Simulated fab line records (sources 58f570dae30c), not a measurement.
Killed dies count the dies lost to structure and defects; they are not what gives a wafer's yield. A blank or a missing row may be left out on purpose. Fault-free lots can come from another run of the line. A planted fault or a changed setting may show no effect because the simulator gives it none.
Split-lot experiment ; flow berkeley_cmos170 ; 5 lots, 23 wafers read, on a route of 331 steps

## ABOUT THE SPLIT
At UCB170_NSD_COAT_01 (resist thk 900 nm), the setting resist_thk_nm was moved away from the recipe's 900 nm on 8 of the 23 wafers read, by -4.8% to +4.5%. For the rest of the wafers, this setting stayed at what the recipe calls for.

Reading taken at the split's own step.

## THE READING
KrF_of_NSD_COAT_01.thk_nm (the simulator's own value, which no gauge read), in nm, at UCB170_NSD_COAT_01 (resist thk 900 nm). The file gives no usual value for it. Average 901.7 nm, standard deviation 1.8 nm, over the 15 wafers here run with the recipe.

wafer;tool, chamber at the split;resist_thk_nm as run, nm;against the recipe;KrF_of_NSD_COAT_01.thk_nm, nm;against lot-mates on the recipe
L074.1;litho_track-01, 0;923.8;+2.6%;925.5;+25.6
L074.2;litho_track-01, 0;900;recipe;898.9;-
L074.3;litho_track-01, 0;900;recipe;900.9;-
L074.5;litho_track-01, 0;923.8;+2.6%;924.5;+24.6
L074.6;litho_track-01, 0;923.8;+2.6%;927.7;+27.8
L076.1;litho_track-03, 0;900;recipe;901.9;-
L076.3;litho_track-03, 0;900;recipe;902.9;-
L076.4;litho_track-03, 0;900;recipe;900.8;-
L081.1;litho_track-02, 0;900;recipe;899.6;-
L081.2;litho_track-02, 0;900;recipe;902.4;-
L081.3;litho_track-02, 0;856.4;-4.8%;858.2;-43.8
L081.5;litho_track-02, 0;900;recipe;904;-
L081.6;litho_track-02, 0;856.4;-4.8%;856.4;-45.6
L083.1;litho_track-03, 0;940.5;+4.5%;943.4;+43.1
L083.3;litho_track-03, 0;900;recipe;900.7;-
L083.4;litho_track-03, 0;900;recipe;899.8;-
L083.5;litho_track-03, 0;940.5;+4.5%;940.1;+39.9
L083.6;litho_track-03, 0;940.5;+4.5%;939.6;+39.4
L084.1;litho_track-03, 0;900;recipe;904.2;-
L084.2;litho_track-03, 0;900;recipe;903.6;-
L084.4;litho_track-03, 0;900;recipe;905.3;-
L084.5;litho_track-03, 0;900;recipe;900.7;-
L084.6;litho_track-03, 0;900;recipe;900.4;-

FIT RESULTS
A straight line over all 23 wafers: KrF_of_NSD_COAT_01.thk_nm changes by +8.97 nm for each +1% of resist_thk_nm; r = +1.00; the points scatter about the line by 1.9 nm.
The same after taking each lot's own level away (the mean of its wafers on the recipe; 23 wafers): +9.24 nm for each +1%; r = +1.00; scatter 1.7 nm.
The reading moves by 45 nm for the largest change in resist_thk_nm, on that fit.
Across the lots, their own levels run from 899.90 to 902.84 nm, a range of 1.6 times the standard deviation given above.
The two slopes agree, so the slope changes little with the lot-to-lot level.
Check: with one of the wafers moved furthest among these (-4.8%) left out of the fit, the line predicts -45 nm for it against its lot-mates. Against them it came out at -43.8 nm.

## FURTHER SPLITS ON THESE WAFERS
Other splits were also applied to these wafers ahead of the reading. Each is held against what the fit with the lots' levels taken away leaves over:
other split on the same wafers;wafers away from the commonest value;r with KrF_of_NSD_COAT_01.thk_nm (lot level and that fit taken away)
UCB170_NWELL_IMPLANT_14 energy_kev;7;+0.25
UCB170_PWELL_ETCH_14 rf_w;5;-0.26
UCB170_PWELL_IMPLANT_15 energy_kev;3;-0.21
UCB170_ACTIVE_COAT_08 resist_thk_nm;7;+0.14
UCB170_ACTIVE_SOFTBAKE_09 time_s;9;-0.16
UCB170_SACOX_OXIDATION_01 ox_time_s;18;-0.03
UCB170_PVT_COAT_01 resist_thk_nm;8;-0.32
UCB170_PVT_DEVELOP_05 dev_temp_c;9;-0.15
UCB170_PLDD_IMPLANT_09 dose_cm2;8;+0.10
UCB170_NLDD_IMPLANT_09 dose_cm2;9;+0.05

## THE WHOLE CHAIN: every reading that the file lists as answering this split, in the file's order
step;what it does;reading;change (the file's fit);r (the file's)
UCB170_NSD_COAT_01;resist thk 900 nm;KrF_of_NSD_COAT_01.thk_nm (the simulator's own value, which no gauge read);+9.24 nm for each +1% of the setting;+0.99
UCB170_NSD_STRIP_09;strips in O2;strip_time_to_endpoint_s;withheld for each +1% of the setting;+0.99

## THE FILE'S OWN FIT
KrF_of_NSD_COAT_01.thk_nm changes by +9.24 nm for each +1% of resist_thk_nm, r = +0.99.
